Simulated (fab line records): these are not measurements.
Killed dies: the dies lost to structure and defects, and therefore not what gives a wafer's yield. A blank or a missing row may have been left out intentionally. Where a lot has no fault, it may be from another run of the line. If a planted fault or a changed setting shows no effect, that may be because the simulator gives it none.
fab line records | flow berkeley-cmos170 | part 2 of 2: steps 27 to 36 of 36
[record] lots = 5 wafers = 15 last-day = 12
route steps=331 shown SACOX@97 SCREENOX@100 NVT@104 PVT@115 GATE@125 FIELD@126
lots that met no fault: taken from a fault-free run of the same line
start-h: hours from the record's first day to the start of the lot's first wafer shown | wait-h: hours elapsed since this lot's preceding step | " the same as in the row above | L1.1+2: a single row standing in for several wafers | - value missing, or start not given | * or withheld: withheld | < > ~ a bound
route shown NAME@n: a module of which the file shows steps, and the number in the route of the first | usual: average and standard deviation across the fault-free wafers | same: alike in all rows | chamber/n: place in a boat | sites: the reading at each site | _std_site: how widely they spread, as a standard deviation | _edge_site: inner sites' mean taken away from outer sites' mean | radius-mm: how far each site lies from the wafer's centre | mask NAME#n: copy n | behind: the most recent tool/chamber to have shaped the wafer | hold: reason for holding the lot/hours on hold/outcome of the hold | device: which transistor (n, p or np) failed to switch | end of line: the tests these same wafers got at the end of their route | step lacking rows: just its recipe | killed: not the wafer's yield, but the dies lost to structure and defects at the first sort | map: dies across one wafer; x = killed, . = not, _ = none there
set.NAME: the run value of the setting; set.NAME@STEP: its run value at that earlier step | model.NAME: the simulator's own value behind a step, which no gauge read
certain route steps with their lots: each step a table, each wafer a row
services: the hour from which a tool's chamber was out of use, counted from the record's first day as start-h (under 0 if before that day), plus the number of hours and why
[[steps]]
[step UCB170_PVT_STRIP_08]
[recipe] chemistry = O2 power-w = 400 pressure-mtorr = 3500 platen-temp-c = withheld o2-flow-sccm = 400 overash-fraction = 0.5
[usual] drypump-motor-current-A = 5.6/0.4 oes-product-au = 0.735/0.0045 strip-time-to-endpoint-s = 21.67/0.086
[same] overash-fraction = 0.5
// columns lot.wafer tool chamber start-h wait-h drypump-motor-current-A oes-product-au rf-hours-counter-h strip-time-to-endpoint-s
L074.1 plasma-asher-02 1 114.28 0.2 5.2 0.742 31 21.51
L074.4 " 1 " " 5.3 0.730 - 21.46
L074.6 " 0 " " 5.1 0.731 - 21.52
L084.1 plasma-asher-02 0 155.29 0.1 5.0 0.733 36 21.54
L084.3 " 1 " " 5.3 0.731 - 21.57
L084.4 " 0 " " 5.0 0.736 - 21.62
L088.1 plasma-asher-01 0 194.53 0.1 6.0 0.733 54 21.48
L088.4 " 1 " " 6.1 0.728 - 21.52
L088.5 " 1 " " 6.1 0.734 - 21.57
L095.1 plasma-asher-01 0 225.19 0.1 6.1 0.729 57 21.58
L095.5 " 1 " " 6.1 0.737 - 21.64
L095.6 " 0 " " 6.1 0.742 - 21.66
L096.1 plasma-asher-01 0 240.94 0.1 6.1 0.739 58 21.62
L096.2 " 1 " " 6.1 0.739 58 21.49
L096.4 " 0 " " 6.1 0.731 - 21.51
[step UCB170_PVT_TW_MEAS_09]
[usual] PVT_TW = 515/3.6
// columns lot.wafer tool chamber start-h wait-h PVT_TW
L074.1 film-metro-01 - 114.38 0.1 520
L074.4 " - " " 519
L074.6 " - " " 519
L084.1 film-metro-04 - 155.40 0.1 511
L084.3 " - " " 510
L084.4 " - " " 510
L088.1 film-metro-01 - 194.63 0.1 520
L088.4 " - " " 517
L088.5 " - " " 518
L095.1 film-metro-04 - 225.29 0.1 510
L095.5 " - " " 512
L095.6 " - " " 512
L096.1 film-metro-04 - 241.04 0.1 512
L096.2 " - " " 510
L096.4 " - " " 511
[step UCB170_GATE_WET_ETCH_00]
[recipe] chemistry = dHF dilution = 25:1 target = SiO2 temp-c = 25 time-s = 200
// columns lot.wafer tool chamber start-h wait-h
L074.1+4+6 wet-bench-04 1 115.43 1.0
L084.1+3+4 wet-bench-04 0 155.52 0.1
L088.1+4+5 wet-bench-02 3 194.69 0.1
L095.1+5+6 wet-bench-02 3 225.35 0.1
L096.1+2+4 wet-bench-02 2 241.10 0.1
[step UCB170_FIELD_THK_MEAS_91]
[recipe] reads = SiO2_of_FIELD_OXIDATION_01
[usual] FIELD_OXIDE_LEFT_2_THK = 353/13
// columns lot.wafer tool chamber start-h wait-h FIELD_OXIDE_LEFT_2_THK[nm]
L074.1 film-metro-03 - 115.50 0.0 349
L074.4 " - " " 364
L074.6 " - " " 351
L084.1 film-metro-04 - 155.58 0.0 377
L084.3 " - " " 371
L084.4 " - " " 367
L088.1 film-metro-01 - 194.75 0.0 369
L088.4 " - " " 365
L088.5 " - " " 375
L095.1 film-metro-03 - 225.41 0.0 335
L095.5 " - " " 337
L095.6 " - " " 331
L096.1 film-metro-01 - 241.17 0.0 346
L096.2 " - " " 348
L096.4 " - " " 349
[step UCB170_GATE_OXIDATION_01]
[recipe] temp-c = 850 ambient = O2 target-thk-a = 66 ox-time-s = 1800
[usual] tube_center_temp_C_max = 852.2/0.4 zone-power-source-pct = 22.1/2.1
// columns lot.wafer tool chamber start-h wait-h tube_center_temp_C_max zone-power-source-pct
L074.1 furnace-03 0 118.20 2.7 852.1 20.1
L074.4 " 0 " " 852.5 19.9
L074.6 " 0 " " 853.1 19.9
L084.1 furnace-01 0 158.09 2.5 853.9 21.4
L084.3 " 0 " " 852.7 21.4
L084.4 " 0 " " 852.0 21.3
L088.1 furnace-01 0 199.52 4.8 852.6 21.6
L088.4 " 0 " " 852.3 21.4
L088.5 " 0 " " 852.1 21.7
L095.1 furnace-04 0 228.86 3.4 851.9 25.0
L095.5 " 0 " " 852.2 25.5
L095.6 " 0 " " 852.3 25.3
L096.1 furnace-01 0 241.29 0.1 851.9 21.6
L096.2 " 0 " " 851.9 21.3
L096.4 " 0 " " 852.6 21.5
[step UCB170_GATE_THK_MEAS_02]
[recipe] reads = SiO2_of_GATE_OXIDATION_01
[usual] GATE_OXIDE_THK = 6.57/0.12
// columns lot.wafer tool chamber start-h wait-h GATE_OXIDE_THK[nm]
L074.1 film-metro-04 - 119.70 0.0 6.65
L074.4 " - " " 6.79
L074.6 " - " " 6.63
L084.1 film-metro-02 - 159.59 0.0 6.49
L084.3 " - " " 6.51
L084.4 " - " " 6.59
L088.1 film-metro-01 - 201.02 0.0 6.57
L088.4 " - " " 6.41
L088.5 " - " " 6.56
L095.1 film-metro-01 - 230.36 0.0 6.65
L095.5 " - " " 6.54
L095.6 " - " " 6.51
L096.1 film-metro-02 - 242.79 0.0 6.84
L096.2 " - " " 6.84
L096.4 " - " " 6.83
[step UCB170_GATE_ANNEAL_03]
[recipe] temp-c = 900 time-s = 1800 ambient = N2
[usual] tube_center_temp_C_max = 902.3/0.39 zone-power-source-pct = 26.7/2.9
// columns lot.wafer tool chamber start-h wait-h tube_center_temp_C_max zone-power-source-pct
L074.1 furnace-04 0 124.54 4.8 901.5 28.9
L074.4 " 0 " " 902.9 28.6
L074.6 " 0 " " 902.4 29.4
L084.1 furnace-04 0 161.76 2.2 902.0 28.9
L084.3 " 0 " " 902.4 29.1
L084.4 " 0 " " 901.9 29.3
L088.1 furnace-04 0 206.24 5.2 902.3 29.2
L088.4 " 0 " " 902.1 28.6
L088.5 " 0 " " 901.8 29.3
L095.1 furnace-03 0 234.31 3.9 902.3 22.5
L095.5 " 0 " " 902.6 22.2
L095.6 " 0 " " 901.8 22.5
L096.1 furnace-04 0 242.85 0.1 902.5 28.6
L096.2 " 0 " " 902.6 28.5
L096.4 " 0 " " 902.7 29.0
[step UCB170_GATE_CVD_04]
[recipe] material = poly-Si temp-c = 610 precursor = SiH4 time-s = 1440 pressure-mtorr = 375 target-thk-nm = 214 sih4-flow-sccm = 120
[usual] pressure-mtorr = 374.9/0.67 zone-power-source-pct = 12.3/0.92
// columns lot.wafer tool chamber start-h wait-h pressure-mtorr zone-power-source-pct
L074.1 lpcvd-01 1 126.55 0.5 375.9 12.9
L074.4 " 1 " " 374.1 12.8
L074.6 " 1 " " 375.3 13.0
L084.1 lpcvd-01 0 165.61 2.4 374.2 11.3
L084.3 " 0 " " 373.8 11.3
L084.4 " 0 " " 375.3 10.9
L088.1 lpcvd-01 1 207.74 0.0 374.6 12.9
L088.4 " 1 " " 374.4 12.7
L088.5 " 1 " " 375.5 12.8
L095.1 lpcvd-01 0 235.81 0.0 374.5 11.1
L095.5 " 0 " " 374.2 11.0
L095.6 " 0 " " 374.2 11.0
L096.1 lpcvd-01 1 244.35 0.0 373.9 12.9
L096.2 " 1 " " 375.5 13.1
L096.4 " 1 " " 376.5 12.8
[step UCB170_GATE_THK_MEAS_05]
[recipe] reads = poly-Si_of_GATE_CVD_04
[usual] GATE_POLY_THK = 213.9/2.4
// columns lot.wafer tool chamber start-h wait-h GATE_POLY_THK[nm]
L074.1 film-metro-02 - 127.95 0.0 214.1
L074.4 " - " " 213.0
L074.6 " - " " 213.1
L084.1 film-metro-01 - 167.01 0.0 213.3
L084.3 " - " " 212.6
L084.4 " - " " 211.7
L088.1 film-metro-02 - 209.14 0.0 214.7
L088.4 " - " " 214.2
L088.5 " - " " 216.3
L095.1 film-metro-02 - 237.22 0.0 216.4
L095.5 " - " " 215.9
L095.6 " - " " 215.8
L096.1 film-metro-04 - 245.76 0.0 214.8
L096.2 " - " " 212.4
L096.4 " - " " 213.1
[step UCB170_GATE_COAT_06]
[recipe] resist = BARC temp-c = withheld time-s = withheld spin-rpm = 3000 resist-thk-nm = withheld
[usual] dispense-pressure-kPa = 52.8/2.5 exhaust-pa = 44.8/0.91
// columns lot.wafer tool chamber start-h wait-h dispense-pressure-kPa exhaust-pa
L074.1 litho-track-02 0 128.26 0.3 51.9 44.7
L074.4 " 0 " " 51.9 44.6
L074.6 " 0 " " 51.9 44.4
L084.1 litho-track-04 0 167.76 0.7 56.2 44.2
L084.3 " 0 " " 56.3 46.0
L084.4 " 0 " " 56.3 46.0
L088.1 litho-track-04 0 209.48 0.3 56.3 43.9
L088.4 " 0 " " 56.2 46.2
L088.5 " 0 " " 56.3 45.3
L095.1 litho-track-03 0 237.83 0.6 50.3 44.6
L095.5 " 0 " " 50.3 43.5
L095.6 " 0 " " 50.2 44.2
L096.1 litho-track-03 0 246.43 0.7 50.2 43.9
L096.2 " 0 " " 50.3 44.5
L096.4 " 0 " " 50.3 43.3
[[services]]
// columns tool chamber start-h hours kind
lpcvd-01 - 81.68 0.9 repair
krf-scanner-01 - 84.34 0.8 pm
krf-scanner-02 - 85.14 1.0 pm
krf-scanner-01 - 86.82 1.3 pm
wet-bench-02 - 93.33 1.7 repair
krf-scanner-01 - 98.64 0.7 repair
krf-scanner-02 - 104.71 0.8 pm
furnace-03 - 111.47 6.7 pm
plasma-asher-01 - 116.88 0.9 repair
krf-scanner-01 - 120.35 0.2 repair
furnace-01 - 135.79 4.1 pm
furnace-02 - 151.55 66.8 pm
implanter-03 - 164.96 3.3 repair
krf-scanner-01 - 183.70 0.2 repair
krf-scanner-01 - 184.66 1.0 pm
krf-scanner-02 - 187.86 0.2 repair
furnace-01 - 193.19 2.4 pm
krf-scanner-01 - 196.14 7.7 repair
furnace-04 - 198.63 2.2 pm
krf-scanner-02 - 203.86 3.6 pm
furnace-04 - 225.52 3.3 repair
furnace-02 - 229.12 3.7 pm
krf-scanner-01 - 232.50 0.6 repair
krf-scanner-01 - 244.56 1.9 repair
